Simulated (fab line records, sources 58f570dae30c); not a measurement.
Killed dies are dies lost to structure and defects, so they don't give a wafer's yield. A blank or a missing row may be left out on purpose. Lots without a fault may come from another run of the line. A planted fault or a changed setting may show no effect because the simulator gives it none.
Tool commonality check | flow berkeley_cmos170 | 14 lots, 42 wafers sampled

WHY IT WAS OPENED
At UCB170_M1_RS_MEAS_01 the reading M1_AL_RS is flagged on 2 of 14 lots. Wafers without a fault read 0.0485 ohm/sq, standard deviation 0.00051.
Rule: a lot is flagged when every wafer of it that has a number lies more than 4 standard deviations from that mean, or none has a number. The other lots count as sound.

lot  | measured     | on            | M1_AL_RS (ohm/sq), wafer by wafer | flag
L710 | day 8 13:09  | film_metro-03 | 0.0492 0.0478 0.0483              |
L711 | day 8 13:24  | film_metro-02 | 0.0487 0.0489 0.0479              |
L712 | day 8 13:40  | film_metro-01 | 0.0487 0.0495 0.0495              |
L707 | day 8 13:47  | film_metro-03 | 0.0486 0.0490 0.0490              |
L709 | day 8 18:06  | film_metro-01 | 0.0480 0.0486 0.0478              |
L714 | day 9 17:17  | film_metro-02 | 0.0494 0.0492 0.0488              |
L716 | day 9 17:38  | film_metro-01 | 0.0485 0.0483 0.0495              |
L715 | day 9 18:32  | film_metro-03 | 0.0485 0.0484 0.0491              |
L722 | day 11 00:21 | film_metro-03 | 0.0481 0.0483 0.0480              |
L721 | day 11 00:26 | film_metro-02 | 0.0241 0.0238 0.0238              | FLAGGED
L724 | day 12 02:29 | film_metro-03 | 0.0240 0.0244 0.0241              | FLAGGED
L726 | day 12 08:23 | film_metro-01 | 0.0484 0.0486 0.0481              |
L728 | day 12 09:11 | film_metro-03 | 0.0485 0.0483 0.0489              |
L727 | day 12 09:27 | film_metro-02 | 0.0487 0.0488 0.0490              |
The numbers of the flagged lots are 0.0240 ohm/sq on average: -0.0245 ohm/sq against the usual, or -48 standard deviations.

WHICH TOOL RAN EACH LOT
The record holds 3 process steps before the reading, out of a route of 331 steps. In each cell: the tool, then ch and the chambers that the sampled wafers went through, then the start.
lot  | flag    | UCB170_CONTACT_STRIP_06              | UCB170_CONTACT_RTA_08            | UCB170_M1_SPUTTER_00
L710 |         | plasma_asher-03 ch 0,1, day 8 10:16  | rtp_anneal-02 ch 0, day 8 11:20  | pvd_sputter-02, day 8 13:05
L711 |         | plasma_asher-04 ch 0,1, day 8 10:16  | rtp_anneal-01 ch 0, day 8 11:20  | pvd_sputter-03, day 8 13:20
L712 |         | plasma_asher-04 ch 0,1, day 8 10:43  | rtp_anneal-01 ch 0, day 8 11:25  | pvd_sputter-01, day 8 13:35
L707 |         | plasma_asher-01 ch 0,1, day 8 10:17  | rtp_anneal-02 ch 0, day 8 11:26  | pvd_sputter-02, day 8 13:41
L709 |         | plasma_asher-01 ch 0,1, day 8 15:26  | rtp_anneal-01 ch 0, day 8 15:43  | pvd_sputter-03, day 8 18:02
L714 |         | plasma_asher-01 ch 0,1, day 9 15:07  | rtp_anneal-01 ch 0, day 9 15:23  | pvd_sputter-03, day 9 17:13
L716 |         | plasma_asher-03 ch 0,1, day 9 15:07  | rtp_anneal-02 ch 0, day 9 15:23  | pvd_sputter-02, day 9 17:35
L715 |         | plasma_asher-01 ch 0,1, day 9 16:22  | rtp_anneal-02 ch 0, day 9 16:38  | pvd_sputter-01, day 9 18:28
L722 |         | plasma_asher-03 ch 0,1, day 10 21:57 | rtp_anneal-01 ch 0, day 10 22:18 | pvd_sputter-01, day 11 00:17
L721 | FLAGGED | plasma_asher-01 ch 0,1, day 10 21:53 | rtp_anneal-01 ch 0, day 10 22:08 | pvd_sputter-03, day 11 00:07
L724 | FLAGGED | plasma_asher-01 ch 0,1, day 11 21:32 | rtp_anneal-01 ch 0, day 11 23:06 | pvd_sputter-02, day 12 02:02
L726 |         | plasma_asher-04 ch 0,1, day 12 06:25 | rtp_anneal-01 ch 0, day 12 06:42 | pvd_sputter-03, day 12 08:19
L728 |         | plasma_asher-04 ch 0,1, day 12 07:14 | rtp_anneal-02 ch 0, day 12 07:30 | pvd_sputter-02, day 12 09:08
L727 |         | plasma_asher-01 ch 0,1, day 12 07:14 | rtp_anneal-01 ch 0, day 12 07:31 | pvd_sputter-01, day 12 09:22
What these steps do:
- UCB170_CONTACT_STRIP_06: strips in O2.
- UCB170_CONTACT_RTA_08: time 10 s.
- UCB170_M1_SPUTTER_00: material Al, target thk 600 nm, time 80 s.
- UCB170_M1_RS_MEAS_01: measures by four-point-probe.

FLAGGED OVER TOTAL, TOOL BY TOOL (the gauges that took the reading come last)
step                    | tool            | lots run | flagged | share of the flagged lots | sound lots run after its first flagged lot
UCB170_CONTACT_STRIP_06 | plasma_asher-01 | 7        | 2       | all                       | 1 (L727)
UCB170_CONTACT_STRIP_06 | plasma_asher-03 | 3        | 0       | none                      | -
UCB170_CONTACT_STRIP_06 | plasma_asher-04 | 4        | 0       | none                      | -
UCB170_CONTACT_RTA_08   | rtp_anneal-01   | 9        | 2       | all                       | 3 (L722,L726,L727)
UCB170_CONTACT_RTA_08   | rtp_anneal-02   | 5        | 0       | none                      | -
UCB170_M1_SPUTTER_00    | pvd_sputter-01  | 4        | 0       | none                      | -
UCB170_M1_SPUTTER_00    | pvd_sputter-02  | 5        | 1       | some                      | 1 (L728)
UCB170_M1_SPUTTER_00    | pvd_sputter-03  | 5        | 1       | some                      | 1 (L726)
UCB170_M1_RS_MEAS_01    | film_metro-01   | 4        | 0       | none                      | -
UCB170_M1_RS_MEAS_01    | film_metro-02   | 4        | 1       | some                      | 1 (L727)
UCB170_M1_RS_MEAS_01    | film_metro-03   | 6        | 1       | some                      | 1 (L728)

WHAT THE TABLE ALLOWS
2 rows of the table ran every flagged lot: plasma_asher-01 at UCB170_CONTACT_STRIP_06, rtp_anneal-01 at UCB170_CONTACT_RTA_08.
- plasma_asher-01 at UCB170_CONTACT_STRIP_06: 2 of its 7 lots flagged. Sound lots ran on it after the first flagged one (L727), which a lasting fault on the whole tool wouldn't allow.
- rtp_anneal-01 at UCB170_CONTACT_RTA_08: 2 of its 9 lots flagged. Sound lots ran on it after the first flagged one (L722, L726, L727), which a lasting fault on the whole tool wouldn't allow.
No row of the table ran every flagged lot and no sound lot after the first.

WHAT THE SIMULATOR HAD PUT IN
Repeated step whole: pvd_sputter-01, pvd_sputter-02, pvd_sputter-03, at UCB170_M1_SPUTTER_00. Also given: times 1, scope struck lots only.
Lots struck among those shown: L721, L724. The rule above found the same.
